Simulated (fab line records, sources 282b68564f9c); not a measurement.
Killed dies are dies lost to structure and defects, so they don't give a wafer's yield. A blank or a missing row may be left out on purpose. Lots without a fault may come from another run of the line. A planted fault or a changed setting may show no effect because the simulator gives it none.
Which tool did it? | flow rit_cmos | 14 lots, 42 wafers sampled, at 2 steps of a route of 202

WHAT THE GAUGES READ, wafer by wafer
RIT_CONTACT_THK_MEAS_01.
lot  | measured    | on            | CONTACT_TEOS_THK (nm)
L861 | day 3 05:28 | film_metro-03 | 392 406 402
L862 | day 3 12:26 | film_metro-04 | 392 390 400
L863 | day 3 18:06 | film_metro-03 | 393 395 397
L864 | day 3 20:24 | film_metro-04 | 407 408 415
L865 | day 4 01:04 | film_metro-04 | 399 396 409
L868 | day 4 22:25 | film_metro-04 | 396 392 396
L869 | day 5 04:19 | film_metro-01 | 396 402 401
L870 | day 5 08:52 | film_metro-01 | 790 802 813
L871 | day 5 08:48 | film_metro-01 | 392 402 400
L873 | day 6 11:35 | film_metro-04 | 400 396 406
L874 | day 6 20:20 | film_metro-01 | 789 795 799
L882 | day 7 23:21 | film_metro-04 | 389 407 401
L884 | day 8 03:05 | film_metro-04 | 393 400 399
L883 | day 8 05:08 | film_metro-01 | 400 407 402

WHICH TOOL RAN EACH LOT (tool, then ch and the chambers of the sampled wafers, then the start)
lot  | RIT_CONTACT_CVD_00
L861 | pecvd-03 ch 0,1,2, day 3 05:25
L862 | pecvd-01 ch 0,1,2, day 3 12:23
L863 | pecvd-04 ch 0,2, day 3 18:01
L864 | pecvd-03 ch 0,1,2, day 3 20:21
L865 | pecvd-01 ch 0,1,2, day 4 01:01
L868 | pecvd-04 ch 1,2, day 4 22:22
L869 | pecvd-01 ch 1,2, day 5 04:16
L870 | pecvd-03 ch 0,1, day 5 08:31
L871 | pecvd-04 ch 1,2, day 5 08:43
L873 | pecvd-03 ch 0,1, day 6 11:32
L874 | pecvd-04 ch 1,2, day 6 20:01
L882 | pecvd-03 ch 0,1, day 7 23:17
L884 | pecvd-04 ch 1,2, day 8 03:02
L883 | pecvd-01 ch 0,1,2, day 8 05:05
- RIT_CONTACT_CVD_00: deposits SiO2 from TEOS, target thk 400 nm, time 61 s.

WHAT THE TOOLS THEMSELVES READ (means of the sampled wafers that have a number; where no wafer has one, the mark that the record gives instead)
RIT_CONTACT_CVD_00.
lot  | tool     | heater_power_w (W)
L861 | pecvd-03 | 341
L862 | pecvd-01 | 365
L863 | pecvd-04 | 343
L864 | pecvd-03 | 381
L865 | pecvd-01 | 329
L868 | pecvd-04 | 341
L869 | pecvd-01 | 342
L870 | pecvd-03 | 354
L871 | pecvd-04 | 325
L873 | pecvd-03 | 351
L874 | pecvd-04 | 346
L882 | pecvd-03 | 342
L884 | pecvd-04 | 360
L883 | pecvd-01 | 334

THE ANSWER, worked out from the rows above alone
Rule: what is usual is taken from the lots themselves. Put in order of their means at a reading, lots are off if they are a third of the lots or fewer, leave a main group of 4 or more, and stand apart from it by a gap of 3 or more times the standard deviation of the main group's means; of several such gaps the widest counts. A main group whose means are all the same, to the digits that the tables above print for the reading, isn't used. A lot without any number at a reading at which 4 lots or more have one is off too. The other lots that the step has rows for count as sound. The gauges are gone through in route order, then the tools' own readings, and for those a lot's mean is taken as printed above. The first step at which some lot is off is used, and at that step the reading that is off furthest; a lot without a number counts as furthest.
Off: L870, L874, at RIT_CONTACT_THK_MEAS_01 (CONTACT_TEOS_THK). The main group: mean 399 nm, standard deviation 4.2.
A tool fits if, at a process step before that reading, it ran every lot that is off, and no sound lot after the first of them. The gauges at RIT_CONTACT_THK_MEAS_01 are tried like those tools. None of those tried fits.

WHAT THE SIMULATOR HAD PUT IN
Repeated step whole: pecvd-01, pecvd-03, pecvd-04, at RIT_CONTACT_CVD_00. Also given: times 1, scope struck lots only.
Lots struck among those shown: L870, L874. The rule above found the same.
